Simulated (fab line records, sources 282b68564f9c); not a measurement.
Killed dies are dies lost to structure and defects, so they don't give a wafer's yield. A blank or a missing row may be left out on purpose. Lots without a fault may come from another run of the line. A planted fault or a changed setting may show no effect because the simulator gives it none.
One fault seen from 2 desks | flow rit_cmos | each desk has only its own numbers; what lay behind them comes last

THE METROLOGY DESK
What the gauges read, lot by lot, whatever tool the lot ran on: means of the sampled wafers that have a number. A lot is out of limits, marked OUT, if its mean lies more than 4 standard deviations from the usual mean; the brackets give that distance.
Columns: A = GATE_POLY_THK at RIT_GATE_THK_MEAS_09, usual 251.1 nm; B = REOX_OXIDE_THK at RIT_REOX_THK_MEAS_04, usual 25.1 nm; C = CONTACT_TEOS_THK at RIT_CONTACT_THK_MEAS_01, usual 400 nm
lot  | first seen here | A     | B    | C
L438 | day 3 04:50     | 252.1 | 24.3 | 404
L439 | day 3 09:44     | 253.8 | 25.0 | 404
L442 | day 4 13:29     | 252.2 | 24.6 | 404
L444 | day 4 13:30     | 248.8 | 26.8 | 400
L443 | day 4 13:31     | 247.4 | 25.4 | 401
L446 | day 4 20:34     | 251.9 | 25.2 | 396
L447 | day 4 20:34     | 250.7 | 25.3 | 402
L445 | day 4 20:34     | 252.3 | 25.7 | 404
L448 | day 5 15:41     | 257.2 | 25.3 | 400
L451 | day 5 21:50     | 253.2 | 25.4 | 429 (+5.9) OUT
L453 | day 6 08:27     | 247.5 | 25.3 | 397
L455 | day 6 11:54     | 250.0 | 25.1 | 428 (+5.7) OUT
L457 | day 6 20:35     | 250.5 | 24.6 | 401
L460 | day 7 09:54     | 247.0 | 26.1 | 400
This desk's finding: out of limits on L451, L455; first on L451, day 6 21:15 (CONTACT_TEOS_THK at RIT_CONTACT_THK_MEAS_01). In limits: L438, L439, L442, L444, L443, L446, L447, L445, L448, L453, L457, L460.

THE TOOL OWNER'S DESK: pecvd-03
The tool's own readings at RIT_CONTACT_CVD_00 (deposits SiO2 from TEOS, target thk 400 nm, time 61 s): means of the sampled wafers that have a number, for each lot that ran on this tool. A lot is out of limits, marked OUT, if its mean lies more than 4 standard deviations from the usual mean; the brackets give that distance.
Columns: A = heater_power_w at RIT_CONTACT_CVD_00, usual 330 W
lot  | first seen here | A
L438 | day 3 21:04     | 295
L444 | day 5 06:02     | 338
L446 | day 5 19:19     | 340
L451 | day 6 21:11     | 358
L455 | day 7 04:44     | 297
This desk's finding: nothing out of limits on any of the 5 lots.

PUT TOGETHER
The metrology desk could have raised an alarm at day 6 21:15, on L451, L455.
The tool owner's desk saw nothing out of limits.
The tool owner's desk has L451, L455 on record, within its limits.
Of the lots named, all ran RIT_CONTACT_CVD_00 on pecvd-03.

WHAT THE SIMULATOR HAD PUT IN
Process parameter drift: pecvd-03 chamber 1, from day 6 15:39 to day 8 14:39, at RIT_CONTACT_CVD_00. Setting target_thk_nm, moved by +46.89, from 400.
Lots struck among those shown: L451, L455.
Hours from the fault's start to each desk's first reading out of limits: the metrology desk, 6.
